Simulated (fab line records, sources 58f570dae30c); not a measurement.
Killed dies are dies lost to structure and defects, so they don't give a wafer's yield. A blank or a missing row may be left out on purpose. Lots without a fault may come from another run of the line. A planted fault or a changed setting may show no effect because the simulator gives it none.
One fault seen from 2 desks | flow berkeley_cmos170 | each desk has only its own numbers; what lay behind them comes last

THE TOOL OWNER'S DESK: implanter-02
The tool's own readings at UCB170_NVT_IMPLANT_07: means of the sampled wafers that have a number, for each lot that ran on this tool. A lot is out of limits, marked OUT, if its mean lies more than 4 standard deviations from the usual mean; the brackets give that distance.
Columns: A = dose_ions_cm2 at UCB170_NVT_IMPLANT_07, usual 3.0009e+12; B = faraday_current_uA at UCB170_NVT_IMPLANT_07, usual 9.52
lot  | first seen here | A                            | B
L894 | day 6 11:42     | 3.0034e+12                   | 9.44
L900 | day 7 16:43     | 3.0027e+12                   | 9.53
L902 | day 8 13:31     | 2.9999e+12                   | 9.50
L905 | day 9 07:29     | 4.2605e+12 (+99 or more) OUT | 13.37 (+21) OUT
L906 | day 9 07:55     | 4.2613e+12 (+99 or more) OUT | 13.59 (+23) OUT
This desk's finding: out of limits on L905, L906; first on L905, day 9 07:29 (dose_ions_cm2 at UCB170_NVT_IMPLANT_07). In limits: L894, L900, L902.

THE METROLOGY DESK
What the gauges read, lot by lot, whatever tool the lot ran on: means of the sampled wafers that have a number. A lot is out of limits, marked OUT, if its mean lies more than 4 standard deviations from the usual mean; the brackets give that distance.
Columns: A = NVT_TW at UCB170_NVT_TW_MEAS_09, usual 522
lot  | first seen here | A
L894 | day 6 11:57     | 530
L896 | day 7 00:00     | 527
L895 | day 7 00:17     | 518
L897 | day 7 09:59     | 526
L900 | day 7 16:58     | 519
L902 | day 8 13:44     | 517
L905 | day 9 07:43     | 572 (+7.5) OUT
L906 | day 9 08:10     | 578 (+8.5) OUT
L910 | day 10 19:00    | 510
L912 | day 10 19:22    | 530
L911 | day 10 19:38    | 527
L913 | day 11 01:47    | 526
L914 | day 11 01:53    | 529
L915 | day 11 14:43    | 519
This desk's finding: out of limits on L905, L906; first on L905, day 9 07:43 (NVT_TW at UCB170_NVT_TW_MEAS_09). In limits: L894, L896, L895, L897, L900, L902, L910, L912, L911, L913, L914, L915.

PUT TOGETHER
The tool owner's desk could have raised an alarm at day 9 07:29, on L905, L906.
The metrology desk could have raised an alarm at day 9 07:43, on L905, L906.
Of the lots named, all ran UCB170_NVT_IMPLANT_07 on implanter-02.

WHAT THE SIMULATOR HAD PUT IN
Process parameter drift: implanter-02, from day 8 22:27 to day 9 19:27, at UCB170_NVT_IMPLANT_07. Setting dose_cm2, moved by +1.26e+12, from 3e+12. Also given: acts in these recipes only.
Lots struck among those shown: L905, L906.
Hours from the fault's start to each desk's first reading out of limits: the tool owner's desk, 9; the metrology desk, 9.
